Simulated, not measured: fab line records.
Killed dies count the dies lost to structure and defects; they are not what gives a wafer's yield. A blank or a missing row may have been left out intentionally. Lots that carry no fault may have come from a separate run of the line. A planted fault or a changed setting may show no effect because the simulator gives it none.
Chamber matching | flow berkeley cmos170 | 4 sister chambers for UCB170_V2_CMP_02 on cmp-02
The step polishes SiO2. 18 wafers are shown with their chamber, then 9 later ones without.

## WAFERS PAIRED WITH THEIR CHAMBERS
wafer  | chamber | motor current A (A) | edge zone pressure frac
L951.1 | 1       | 15.6                | 0.992
L951.2 | 2       | 15.0                | 0.998
L951.6 | 1       | 16.2                | 0.993
L953.3 | 2       | 15.7                | 1.003
L953.5 | 0       | 18.3                | 1.006
L953.6 | 3       | 16.0                | 0.993
L958.2 | 2       | 15.4                | 1.008
L958.5 | 3       | 17.5                | 0.994
L958.6 | 0       | 18.4                | 0.997
L967.1 | 3       | 15.9                | 0.999
L967.2 | 0       | 18.4                | 1.002
L967.3 | 1       | 16.3                | 0.997
L969.2 | 0       | 18.0                | 1.011
L969.4 | 2       | 14.4                | 1.002
L969.6 | 0       | 17.9                | 0.999
L970.1 | 2       | 14.6                | 1.003
L970.2 | 3       | 15.8                | 0.998
L970.6 | 0       | 16.6                | 0.999

SIGNATURES (means of the wafers above)
reading                 | chamber 0 | chamber 1 | chamber 2 | chamber 3 | scatter within a chamber
motor current A         | 17.933    | 16.033    | 15.020    | 16.300    | 0.641
edge zone pressure frac | 1.00233   | 0.99400   | 1.00280   | 0.99600   | 0.00405
Rule: distance of a wafer from a chamber = root of the sum over the readings of ((wafer's reading minus chamber's mean) / reading's scatter) squared. The wafer belongs to the nearest chamber; if the next one is less than 2 further off, it can't be placed. The scatter is the square root of a quotient: the sum, over the shown wafers, of each reading's squared deviation from its chamber's mean, divided by wafers minus chambers.

## WAFERS WITHOUT THEIR CHAMBER
wafer  | motor current A (A) | edge zone pressure frac
L972.1 | 17.9                | 1.006
L972.3 | 17.0                | 0.999
L972.5 | 17.6                | 1.008
L974.2 | 18.3                | 0.994
L974.4 | 17.1                | 1.007
L974.6 | 18.5                | 0.997
L973.1 | 17.8                | 1.005
L973.3 | 15.7                | 0.995
L973.4 | 16.9                | 0.989

## CHAMBER TAKEN BY EACH
wafer  | from the rows above               | in truth
L972.1 | 0                                 | 0
L972.3 | can't be placed: 3 or 0 or 1 or 2 | 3
L972.5 | 0                                 | 0
L974.2 | can't be placed: 0 or 3 or 1      | 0
L974.4 | can't be placed: 0 or 3 or 2 or 1 | 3
L974.6 | can't be placed: 0 or 3           | 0
L973.1 | 0                                 | 0
L973.3 | can't be placed: 1 or 3 or 2      | 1
L973.4 | can't be placed: 1 or 3 or 0      | 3
Correctly placed: 3 of 9. Can't be placed from these rows: 6 (the true chamber is among the candidates in 6). Wrongly placed: 0.
